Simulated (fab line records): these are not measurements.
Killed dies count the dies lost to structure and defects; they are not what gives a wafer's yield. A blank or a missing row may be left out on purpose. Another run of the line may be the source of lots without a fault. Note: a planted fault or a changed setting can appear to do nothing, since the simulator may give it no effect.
Which tool is to blame? || flow berkeley_cmos170 || 42 wafers from 14 lots sampled at 5 of the route's 331 steps

WHAT THE GAUGES READ, wafer by wafer
UCB170_NVT_OVL_MEAS_06.
{"lot": "L906", "measured": "day 6 14:26", "on": "overlay-02", "NVT_OVL (nm)": "0 -1 -5"}
{"lot": "L907", "measured": "day 7 03:27", "on": "overlay-01", "NVT_OVL (nm)": "-1 9 1"}
{"lot": "L908", "measured": "day 7 03:07", "on": "overlay-01", "NVT_OVL (nm)": "9 5 5"}
{"lot": "L909", "measured": "day 7 03:31", "on": "overlay-01", "NVT_OVL (nm)": "3 8 6"}
{"lot": "L913", "measured": "day 7 20:29", "on": "overlay-01", "NVT_OVL (nm)": "2 8 1"}
{"lot": "L915", "measured": "day 8 13:43", "on": "overlay-02", "NVT_OVL (nm)": "8 11 11"}
{"lot": "L918", "measured": "day 8 14:32", "on": "overlay-01", "NVT_OVL (nm)": "-3 2 6"}
{"lot": "L919", "measured": "day 8 14:15", "on": "overlay-02", "NVT_OVL (nm)": "-1 0 -6"}
{"lot": "L921", "measured": "day 9 04:02", "on": "overlay-02", "NVT_OVL (nm)": "4 13 9"}
{"lot": "L923", "measured": "day 10 03:40", "on": "overlay-02", "NVT_OVL (nm)": "3 14 12"}
{"lot": "L925", "measured": "day 10 11:41", "on": "overlay-02", "NVT_OVL (nm)": "6 9 3"}
{"lot": "L926", "measured": "day 10 11:43", "on": "overlay-02", "NVT_OVL (nm)": "3 5 -3"}
{"lot": "L928", "measured": "day 11 06:43", "on": "overlay-01", "NVT_OVL (nm)": "6 0 -3"}
{"lot": "L929", "measured": "day 11 06:59", "on": "overlay-01", "NVT_OVL (nm)": "3 0 -3"}

UCB170_M3_BOW_MEAS_20.
{"lot": "L906", "measured": "day 8 20:44", "on": "film_metro-02", "M3_BOW (um)": "35 35 32"}
{"lot": "L907", "measured": "day 9 13:28", "on": "film_metro-04", "M3_BOW (um)": "25 38 19"}
{"lot": "L908", "measured": "day 9 14:57", "on": "film_metro-02", "M3_BOW (um)": "27 41 27"}
{"lot": "L909", "measured": "day 9 16:43", "on": "film_metro-04", "M3_BOW (um)": "35 33 40"}
{"lot": "L913", "measured": "day 10 11:56", "on": "film_metro-01", "M3_BOW (um)": "40 51 40"}
{"lot": "L915", "measured": "day 11 05:43", "on": "film_metro-01", "M3_BOW (um)": "38 18 38"}
{"lot": "L918", "measured": "day 11 07:04", "on": "film_metro-01", "M3_BOW (um)": "32 29 34"}
{"lot": "L919", "measured": "day 11 07:35", "on": "film_metro-02", "M3_BOW (um)": "33 32 24"}
{"lot": "L921", "measured": "day 11 21:43", "on": "film_metro-01", "M3_BOW (um)": "31 42 36"}
{"lot": "L923", "measured": "day 12 10:59", "on": "film_metro-04", "M3_BOW (um)": "31 36 38"}
{"lot": "L925", "measured": "day 12 22:19", "on": "film_metro-04", "M3_BOW (um)": "31 25 20"}
{"lot": "L926", "measured": "day 13 21:37", "on": "film_metro-04", "M3_BOW (um)": "32 50 39"}
{"lot": "L928", "measured": "day 13 21:38", "on": "film_metro-02", "M3_BOW (um)": "44 32 32"}
{"lot": "L929", "measured": "day 13 21:02", "on": "film_metro-01", "M3_BOW (um)": "35 29 31"}

WHICH TOOL RAN EACH LOT (tool, then ch and the chambers of the sampled wafers, then the start)
{"lot": "L906", "UCB170_ZERO_COAT_01": "litho_track-03 ch 0, day 1 20:29", "UCB170_ZERO_STRIP_07": "plasma_asher-02 ch 0, day 1 21:29", "UCB170_PWELL_ETCH_14": "rie_diel-02 ch 0,1,2, day 3 04:23"}
{"lot": "L907", "UCB170_ZERO_COAT_01": "litho_track-03 ch 0, day 2 03:30", "UCB170_ZERO_STRIP_07": "plasma_asher-02 ch 1, day 2 05:38", "UCB170_PWELL_ETCH_14": "rie_diel-04 ch 0,3, day 3 23:05"}
{"lot": "L908", "UCB170_ZERO_COAT_01": "litho_track-01 ch 0, day 2 09:07", "UCB170_ZERO_STRIP_07": "plasma_asher-02 ch 1, day 2 11:20", "UCB170_PWELL_ETCH_14": "rie_diel-03 ch 1,3, day 3 23:15"}
{"lot": "L909", "UCB170_ZERO_COAT_01": "litho_track-03 ch 0, day 2 13:18", "UCB170_ZERO_STRIP_07": "plasma_asher-02 ch 0, day 2 14:20", "UCB170_PWELL_ETCH_14": "rie_diel-04 ch 1,2, day 3 23:48"}
{"lot": "L913", "UCB170_ZERO_COAT_01": "litho_track-02 ch 0, day 3 10:46", "UCB170_ZERO_STRIP_07": "plasma_asher-02 ch 0,1, day 3 12:16", "UCB170_PWELL_ETCH_14": "rie_diel-04 ch 1,2,3, day 4 23:14"}
{"lot": "L915", "UCB170_ZERO_COAT_01": "litho_track-01 ch 0, day 3 23:13", "UCB170_ZERO_STRIP_07": "plasma_asher-02 ch 1, day 4 00:17", "UCB170_PWELL_ETCH_14": "rie_diel-04 ch 1,2, day 5 12:43"}
{"lot": "L918", "UCB170_ZERO_COAT_01": "litho_track-02 ch 0, day 4 10:53", "UCB170_ZERO_STRIP_07": "plasma_asher-01 ch 0,1, day 4 11:36", "UCB170_PWELL_ETCH_14": "rie_diel-04 ch 1,2,3, day 5 22:15"}
{"lot": "L919", "UCB170_ZERO_COAT_01": "litho_track-01 ch 0, day 4 10:54", "UCB170_ZERO_STRIP_07": "plasma_asher-02 ch 0,1, day 4 11:45", "UCB170_PWELL_ETCH_14": "rie_diel-03 ch 2,3, day 5 22:56"}
{"lot": "L921", "UCB170_ZERO_COAT_01": "litho_track-02 ch 0, day 5 02:19", "UCB170_ZERO_STRIP_07": "plasma_asher-02 ch 0,1, day 5 03:10", "UCB170_PWELL_ETCH_14": "rie_diel-03 ch 0,1,3, day 6 08:31"}
{"lot": "L923", "UCB170_ZERO_COAT_01": "litho_track-03 ch 0, day 5 10:19", "UCB170_ZERO_STRIP_07": "plasma_asher-02 ch 0,1, day 5 11:20", "UCB170_PWELL_ETCH_14": "rie_diel-04 ch 0,1,2, day 7 01:49"}
{"lot": "L925", "UCB170_ZERO_COAT_01": "litho_track-02 ch 0, day 5 20:56", "UCB170_ZERO_STRIP_07": "plasma_asher-02 ch 0,1, day 5 21:58", "UCB170_PWELL_ETCH_14": "rie_diel-02 ch 1,2,3, day 7 09:12"}
{"lot": "L926", "UCB170_ZERO_COAT_01": "litho_track-02 ch 0, day 6 02:20", "UCB170_ZERO_STRIP_07": "plasma_asher-03 ch 0,1, day 6 03:10", "UCB170_PWELL_ETCH_14": "rie_diel-04 ch 1,2, day 7 11:35"}
{"lot": "L928", "UCB170_ZERO_COAT_01": "litho_track-03 ch 0, day 6 14:49", "UCB170_ZERO_STRIP_07": "plasma_asher-02 ch 0,1, day 6 15:50", "UCB170_PWELL_ETCH_14": "rie_diel-03 ch 0,1, day 8 02:56"}
{"lot": "L929", "UCB170_ZERO_COAT_01": "litho_track-02 ch 0, day 6 15:09", "UCB170_ZERO_STRIP_07": "plasma_asher-03 ch 1, day 6 16:16", "UCB170_PWELL_ETCH_14": "rie_diel-04 ch 0,2, day 8 02:42"}
- UCB170_ZERO_COAT_01: resist thk 900 nm.
- UCB170_ZERO_STRIP_07: strips in O2.
- UCB170_PWELL_ETCH_14: etches Si3N4 in CH3F/Ar/O2, stops on SiO2, target depth 242 nm, time 151 s.

AS READ BY THE TOOLS THEMSELVES (means over the sampled wafers that have a number; for cases with no such wafer, the mark the record gives instead)
UCB170_ZERO_COAT_01.
{"lot": "L906", "tool": "litho_track-03", "spin_speed_rpm (rpm)": 1499.5}
{"lot": "L907", "tool": "litho_track-03", "spin_speed_rpm (rpm)": 1500.1}
{"lot": "L908", "tool": "litho_track-01", "spin_speed_rpm (rpm)": 1499.5}
{"lot": "L909", "tool": "litho_track-03", "spin_speed_rpm (rpm)": 1499.7}
{"lot": "L913", "tool": "litho_track-02", "spin_speed_rpm (rpm)": 1500.4}
{"lot": "L915", "tool": "litho_track-01", "spin_speed_rpm (rpm)": 1431.7}
{"lot": "L918", "tool": "litho_track-02", "spin_speed_rpm (rpm)": 1500.6}
{"lot": "L919", "tool": "litho_track-01", "spin_speed_rpm (rpm)": 1430.6}
{"lot": "L921", "tool": "litho_track-02", "spin_speed_rpm (rpm)": 1500.0}
{"lot": "L923", "tool": "litho_track-03", "spin_speed_rpm (rpm)": 1500.0}
{"lot": "L925", "tool": "litho_track-02", "spin_speed_rpm (rpm)": 1499.0}
{"lot": "L926", "tool": "litho_track-02", "spin_speed_rpm (rpm)": 1500.4}
{"lot": "L928", "tool": "litho_track-03", "spin_speed_rpm (rpm)": 1500.1}
{"lot": "L929", "tool": "litho_track-02", "spin_speed_rpm (rpm)": 1500.2}

UCB170_ZERO_STRIP_07.
{"lot": "L906", "tool": "plasma_asher-02", "drypump_motor_current_A (A)": 5.34, "oes_product_au (a.u.)": 0.728, "strip_time_to_endpoint_s (s)": 21.45}
{"lot": "L907", "tool": "plasma_asher-02", "drypump_motor_current_A (A)": 5.42, "oes_product_au (a.u.)": 0.729, "strip_time_to_endpoint_s (s)": 21.40}
{"lot": "L908", "tool": "plasma_asher-02", "drypump_motor_current_A (A)": 5.41, "oes_product_au (a.u.)": 0.725, "strip_time_to_endpoint_s (s)": 21.45}
{"lot": "L909", "tool": "plasma_asher-02", "drypump_motor_current_A (A)": 5.34, "oes_product_au (a.u.)": 0.728, "strip_time_to_endpoint_s (s)": 21.35}
{"lot": "L913", "tool": "plasma_asher-02", "drypump_motor_current_A (A)": 5.38, "oes_product_au (a.u.)": 0.729, "strip_time_to_endpoint_s (s)": 21.47}
{"lot": "L915", "tool": "plasma_asher-02", "drypump_motor_current_A (A)": 5.40, "oes_product_au (a.u.)": 0.731, "strip_time_to_endpoint_s (s)": 21.90}
{"lot": "L918", "tool": "plasma_asher-01", "drypump_motor_current_A (A)": 5.58, "oes_product_au (a.u.)": 0.724, "strip_time_to_endpoint_s (s)": 21.51}
{"lot": "L919", "tool": "plasma_asher-02", "drypump_motor_current_A (A)": 5.38, "oes_product_au (a.u.)": 0.726, "strip_time_to_endpoint_s (s)": 21.89}
{"lot": "L921", "tool": "plasma_asher-02", "drypump_motor_current_A (A)": 5.37, "oes_product_au (a.u.)": 0.726, "strip_time_to_endpoint_s (s)": 21.46}
{"lot": "L923", "tool": "plasma_asher-02", "drypump_motor_current_A (A)": 5.36, "oes_product_au (a.u.)": 0.729, "strip_time_to_endpoint_s (s)": 21.38}
{"lot": "L925", "tool": "plasma_asher-02", "drypump_motor_current_A (A)": 5.36, "oes_product_au (a.u.)": 0.724, "strip_time_to_endpoint_s (s)": 21.50}
{"lot": "L926", "tool": "plasma_asher-03", "drypump_motor_current_A (A)": 5.60, "oes_product_au (a.u.)": 0.725, "strip_time_to_endpoint_s (s)": 21.52}
{"lot": "L928", "tool": "plasma_asher-02", "drypump_motor_current_A (A)": 5.37, "oes_product_au (a.u.)": 0.730, "strip_time_to_endpoint_s (s)": 21.45}
{"lot": "L929", "tool": "plasma_asher-03", "drypump_motor_current_A (A)": 5.60, "oes_product_au (a.u.)": 0.726, "strip_time_to_endpoint_s (s)": 21.53}

UCB170_PWELL_ETCH_14.
{"lot": "L906", "tool": "rie_diel-02", "drypump_motor_current_A (A)": 5.6, "oes_product_au (a.u.)": 0.930, "rf_fwd_power_W (W)": 448.0, "throttle_valve_pct (%)": 7.98}
{"lot": "L907", "tool": "rie_diel-04", "drypump_motor_current_A (A)": 5.5, "oes_product_au (a.u.)": 0.936, "rf_fwd_power_W (W)": 448.8, "throttle_valve_pct (%)": 8.00}
{"lot": "L908", "tool": "rie_diel-03", "drypump_motor_current_A (A)": 5.7, "oes_product_au (a.u.)": 0.949, "rf_fwd_power_W (W)": 449.5, "throttle_valve_pct (%)": 8.05}
{"lot": "L909", "tool": "rie_diel-04", "drypump_motor_current_A (A)": 6.0, "oes_product_au (a.u.)": 0.907, "rf_fwd_power_W (W)": 448.9, "throttle_valve_pct (%)": 7.94}
{"lot": "L913", "tool": "rie_diel-04", "drypump_motor_current_A (A)": 5.8, "oes_product_au (a.u.)": 0.924, "rf_fwd_power_W (W)": 449.6, "throttle_valve_pct (%)": 7.91}
{"lot": "L915", "tool": "rie_diel-04", "drypump_motor_current_A (A)": 6.0, "oes_product_au (a.u.)": 0.914, "rf_fwd_power_W (W)": 448.4, "throttle_valve_pct (%)": 7.94}
{"lot": "L918", "tool": "rie_diel-04", "drypump_motor_current_A (A)": 5.8, "oes_product_au (a.u.)": 0.936, "rf_fwd_power_W (W)": 447.6, "throttle_valve_pct (%)": 7.91}
{"lot": "L919", "tool": "rie_diel-03", "drypump_motor_current_A (A)": 5.8, "oes_product_au (a.u.)": 0.949, "rf_fwd_power_W (W)": 449.3, "throttle_valve_pct (%)": 8.11}
{"lot": "L921", "tool": "rie_diel-03", "drypump_motor_current_A (A)": 5.9, "oes_product_au (a.u.)": 0.937, "rf_fwd_power_W (W)": 448.9, "throttle_valve_pct (%)": 8.09}
{"lot": "L923", "tool": "rie_diel-04", "drypump_motor_current_A (A)": 6.0, "oes_product_au (a.u.)": 0.916, "rf_fwd_power_W (W)": 449.2, "throttle_valve_pct (%)": 8.04}
{"lot": "L925", "tool": "rie_diel-02", "drypump_motor_current_A (A)": 5.8, "oes_product_au (a.u.)": 0.943, "rf_fwd_power_W (W)": 448.3, "throttle_valve_pct (%)": 8.04}
{"lot": "L926", "tool": "rie_diel-04", "drypump_motor_current_A (A)": 5.9, "oes_product_au (a.u.)": 0.900, "rf_fwd_power_W (W)": 447.5, "throttle_valve_pct (%)": 7.94}
{"lot": "L928", "tool": "rie_diel-03", "drypump_motor_current_A (A)": 6.1, "oes_product_au (a.u.)": 0.926, "rf_fwd_power_W (W)": 448.5, "throttle_valve_pct (%)": 8.12}
{"lot": "L929", "tool": "rie_diel-04", "drypump_motor_current_A (A)": 5.8, "oes_product_au (a.u.)": 0.912, "rf_fwd_power_W (W)": 447.9, "throttle_valve_pct (%)": 8.09}

THE ANSWER, worked out from the rows above alone
Rule: the usual values come from the lots themselves. Put in order of their means at a reading, lots are off if they are a third of the lots or fewer, leave a main group of 4 or more, and stand apart from it by a gap of 3 or more times the standard deviation of the main group's means; of several such gaps the widest counts. A main group is skipped when, at the precision printed for the reading in the tables above, its means are all equal. Also off: a lot with no number at a reading for which 4 or more lots have one. All remaining lots with rows at the step are treated as sound. After the gauges, taken in route order, come the tools' own readings; for these a lot's mean is taken, as printed above. The first step at which some lot is off is used, and at that step the reading that is off furthest; a lot without a number counts as furthest.
Off, at UCB170_ZERO_COAT_01 on spin_speed_rpm: L915, L919. Mean 1500.0 rpm and standard deviation 0.44 in the main group.
A tool fits if, at that step or a process step before it, it ran every lot that is off, and no sound lot after the first of them. One fits: UCB170_ZERO_COAT_01 on litho_track-01. Its last sound lot is L908 (day 2 09:07), its first lot that is off L915 (day 3 23:13): a fault that began between those two fits.
On the lots that are off, the tool's own readings at UCB170_ZERO_COAT_01 differ by more than 5 times the standard deviation of the sound lots' means, which bears it out; spin_speed_rpm reads 1431.2 rpm there versus 1500.0 rpm on the sound lots.

WHAT THE SIMULATOR HAD INSERTED
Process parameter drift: litho_track-01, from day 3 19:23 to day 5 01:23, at UCB170_ZERO_COAT_01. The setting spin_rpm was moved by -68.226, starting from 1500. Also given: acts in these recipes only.
Lots struck among those shown: L915, L919. The rule above found the same.
